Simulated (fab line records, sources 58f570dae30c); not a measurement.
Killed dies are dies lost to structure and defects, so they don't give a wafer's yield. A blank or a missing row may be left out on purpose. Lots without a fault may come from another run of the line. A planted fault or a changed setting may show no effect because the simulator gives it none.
Split-lot experiment | flow berkeley_cmos170 | 5 lots, 23 wafers read, on a route of 331 steps

THE SPLIT
At UCB170_CONTACT_COAT_04 (resist thk 900 nm), the setting resist_thk_nm was moved away from the recipe's 900 nm on 9 of the 23 wafers read, by -4.3% to +2.0%. The other wafers ran this setting at the recipe's value.

The reading is taken at the split's own step.

THE READING
KrF_of_CONTACT_COAT_04.thk_nm (the simulator's own value, which no gauge read), in nm, at UCB170_CONTACT_COAT_04 (resist thk 900 nm). The file gives no usual value for it. The 14 wafers here that ran the recipe average 900.6 nm, standard deviation 2.1 nm.

wafer  | tool, chamber at the split | resist_thk_nm as run, nm | against the recipe | KrF_of_CONTACT_COAT_04.thk_nm, nm | against lot-mates on the recipe
L074.1 | litho_track-02, 0          | 861.2                    | -4.3%              | 860.8                             | -41.0
L074.2 | litho_track-02, 0          | 900                      | recipe             | 900.4                             | -
L074.3 | litho_track-02, 0          | 861.2                    | -4.3%              | 864                               | -37.8
L074.4 | litho_track-02, 0          | 861.2                    | -4.3%              | 862.7                             | -39.0
L074.5 | litho_track-02, 0          | 900                      | recipe             | 903.1                             | -
L078.1 | litho_track-02, 0          | 867.4                    | -3.6%              | 865.9                             | -34.4
L078.2 | litho_track-02, 0          | 867.4                    | -3.6%              | 868.1                             | -32.1
L078.3 | litho_track-02, 0          | 900                      | recipe             | 899.7                             | -
L078.5 | litho_track-02, 0          | 867.4                    | -3.6%              | 866.7                             | -33.5
L078.6 | litho_track-02, 0          | 900                      | recipe             | 900.8                             | -
L083.1 | litho_track-03, 0          | 900                      | recipe             | 902.9                             | -
L083.2 | litho_track-03, 0          | 900                      | recipe             | 904                               | -
L083.3 | litho_track-03, 0          | 900                      | recipe             | 902.5                             | -
L083.4 | litho_track-03, 0          | 900                      | recipe             | 901.4                             | -
L083.6 | litho_track-03, 0          | 900                      | recipe             | 901.3                             | -
L085.1 | litho_track-01, 0          | 900                      | recipe             | 900.7                             | -
L085.3 | litho_track-01, 0          | 900                      | recipe             | 898.8                             | -
L085.5 | litho_track-01, 0          | 900                      | recipe             | 899.2                             | -
L084.1 | litho_track-03, 0          | 917.7                    | +2.0%              | 913.5                             | +16.6
L084.2 | litho_track-03, 0          | 917.7                    | +2.0%              | 915.4                             | +18.5
L084.3 | litho_track-03, 0          | 900                      | recipe             | 897.5                             | -
L084.4 | litho_track-03, 0          | 900                      | recipe             | 896.2                             | -
L084.5 | litho_track-03, 0          | 917.7                    | +2.0%              | 918.5                             | +21.6

THE FIT
A straight line over all 23 wafers: KrF_of_CONTACT_COAT_04.thk_nm changes by +8.8 nm for each +1% of resist_thk_nm; r = +0.99; the points scatter about the line by 2.2 nm.
The same after taking each lot's own level away (the mean of its wafers on the recipe; 23 wafers): +9.23 nm for each +1%; r = +1.00; scatter 1.3 nm.
On that fit, the largest move of resist_thk_nm shifts the reading by 40 nm.
The lots' own levels span 896.85 to 902.42 nm, that is 2.6 times the standard deviation above.
So the lot-to-lot level changes the slope little: the two slopes agree.
Check: with one of the wafers moved furthest among these (-4.3%) left out of the fit, the line predicts -39.3 nm for it against its lot-mates. It came out at -41 nm against them.

OTHER SPLITS ON THESE WAFERS
These wafers also went through other splits before the reading. Each is held against what the fit with the lots' levels taken away leaves over:
other split on the same wafers | wafers away from the commonest value | r with KrF_of_CONTACT_COAT_04.thk_nm (lot level and that fit taken away)
UCB170_SDANNEAL_RTA_01 time_s  | 9                                    | -0.19

THE WHOLE CHAIN: every reading that the file lists as answering this split, in the file's order
step                    | what it does      | reading                                                                        | change (the file's fit)              | r (the file's)
UCB170_CONTACT_COAT_04  | resist thk 900 nm | KrF_of_CONTACT_COAT_04.thk_nm (the simulator's own value, which no gauge read) | +9.2 nm for each +1% of the setting  | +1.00
UCB170_CONTACT_STRIP_06 | strips in O2      | strip_time_to_endpoint_s                                                       | withheld for each +1% of the setting | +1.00

THE FILE'S OWN FIT
KrF_of_CONTACT_COAT_04.thk_nm changes by +9.2 nm for each +1% of resist_thk_nm, r = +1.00.
